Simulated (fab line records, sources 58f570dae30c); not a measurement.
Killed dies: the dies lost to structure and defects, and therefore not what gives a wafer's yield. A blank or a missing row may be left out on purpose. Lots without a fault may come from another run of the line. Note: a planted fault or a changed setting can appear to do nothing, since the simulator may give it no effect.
Which of the tools did it? + flow berkeley cmos170 + Sampling: 7 lots, 21 wafers, 2 of 331 route steps

## WHAT THE GAUGES READ, wafer by wafer
UCB170_WELLDRIVE_THK_MEAS_02.
| lot  | measured    | on            | WELLDRIVE_OXIDE_THK (nm) |
|------|-------------|---------------|--------------------------|
| L674 | day 4 02:23 | film metro-01 | 194 199 194              |
| L676 | day 4 06:22 | film metro-01 | 197 196 196              |
| L679 | day 5 09:31 | film metro-01 | 200 200 202              |
| L683 | day 6 08:43 | film metro-04 | 226 227 231              |
| L688 | day 7 08:07 | film metro-04 | 196 196 196              |
| L690 | day 7 16:58 | film metro-03 | 193 195 194              |
| L693 | day 7 20:29 | film metro-03 | 199 198 201              |

## EACH LOT AND THE TOOL THAT RAN IT (in order: tool; ch and the chambers of the sampled wafers; start)
| lot  | UCB170_WELLDRIVE_OXIDATION_01 |
|------|-------------------------------|
| L674 | furnace-01 ch 0, day 3 22:52  |
| L676 | furnace-02 ch 0, day 4 02:48  |
| L679 | furnace-01 ch 0, day 5 06:01  |
| L683 | furnace-01 ch 0, day 6 05:13  |
| L688 | furnace-02 ch 0, day 7 04:36  |
| L690 | furnace-02 ch 0, day 7 13:27  |
| L693 | furnace-02 ch 0, day 7 16:57  |
- UCB170_WELLDRIVE_OXIDATION_01: target thk 199 nm, ox time 9000 s.

## THE ANSWER, worked out from the rows above alone
Rule: usual is defined by the lots themselves. The widest of any qualifying gaps counts: lots, ordered by their means at a reading, are off when they make up no more than a third of the lots, leave a main group of 4 or more, and stand apart from it by 3 or more times the standard deviation of that group's means. A main group is skipped when, at the precision printed for the reading in the tables above, its means are all equal. Also off: a lot with no number at a reading for which 4 or more lots have one. The other lots that the step has rows for count as sound.
Off: L683, at UCB170_WELLDRIVE_THK_MEAS_02 (WELLDRIVE_OXIDE_THK). Mean 197 nm and standard deviation 2.3 in the main group.
A tool fits if, at a process step before that reading, it ran every lot that is off, and no sound lot after the first of them. Those tools and the gauges at UCB170_WELLDRIVE_THK_MEAS_02 are tried in the same way. One candidate fits, namely furnace-01 at UCB170_WELLDRIVE_OXIDATION_01. A fault onset in the window from L679 (day 5 06:01, its last sound lot) to L683 (day 6 05:13, its first lot off) fits.

## WHAT THE SIMULATOR PUT IN
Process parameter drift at UCB170_WELLDRIVE_OXIDATION_01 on furnace-01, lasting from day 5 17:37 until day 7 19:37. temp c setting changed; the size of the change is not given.
Struck lots among those shown: L683. The same result came from the rule above.
